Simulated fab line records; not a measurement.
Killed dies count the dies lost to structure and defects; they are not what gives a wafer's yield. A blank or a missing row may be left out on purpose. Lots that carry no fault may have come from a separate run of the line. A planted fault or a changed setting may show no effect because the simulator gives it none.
Which tool did it?	flow berkeley-cmos170	7 lots, 21 wafers sampled, at 1 step of a route of 331

== WHAT THE GAUGES READ, wafer by wafer ==
UCB170_NLDD_TW_MEAS_11.
lot	measured	on	NLDD_TW
L985	day 6 23:32	film-metro-04	2218 2217 2213
L986	day 7 12:34	film-metro-02	2240 2220 2228
L988	day 7 15:24	film-metro-02	2231 2231 2228
L992	day 8 18:08	film-metro-03	2212 2212 2214
L993	day 9 01:29	film-metro-03	2202 2201 2203
L995	day 9 10:05	film-metro-02	2218 2222 2211
L998	day 10 11:22	film-metro-03	2215 2211 2230

== WHICH TOOL RAN EACH LOT (tool, then ch and the chambers of the sampled wafers, then the start) ==
There is no process step in the record ahead of these readings.

== THE ANSWER, worked out from the rows above alone ==
Rule: usual is defined by the lots themselves. Put in order of their means at a reading, lots are off if they are a third of the lots or fewer, leave a main group of 4 or more, and stand apart from it by a gap of 3 or more times the standard deviation of the main group's means; of several such gaps the widest counts. A main group whose means are all the same, to the digits that the tables above print for the reading, isn't used. A lot without any number at a reading at which 4 lots or more have one is off too. The other lots that the step has rows for count as sound.
None of the lots is off at any reading shown; this tells nothing.

== WHAT THE SIMULATOR PUT IN ==
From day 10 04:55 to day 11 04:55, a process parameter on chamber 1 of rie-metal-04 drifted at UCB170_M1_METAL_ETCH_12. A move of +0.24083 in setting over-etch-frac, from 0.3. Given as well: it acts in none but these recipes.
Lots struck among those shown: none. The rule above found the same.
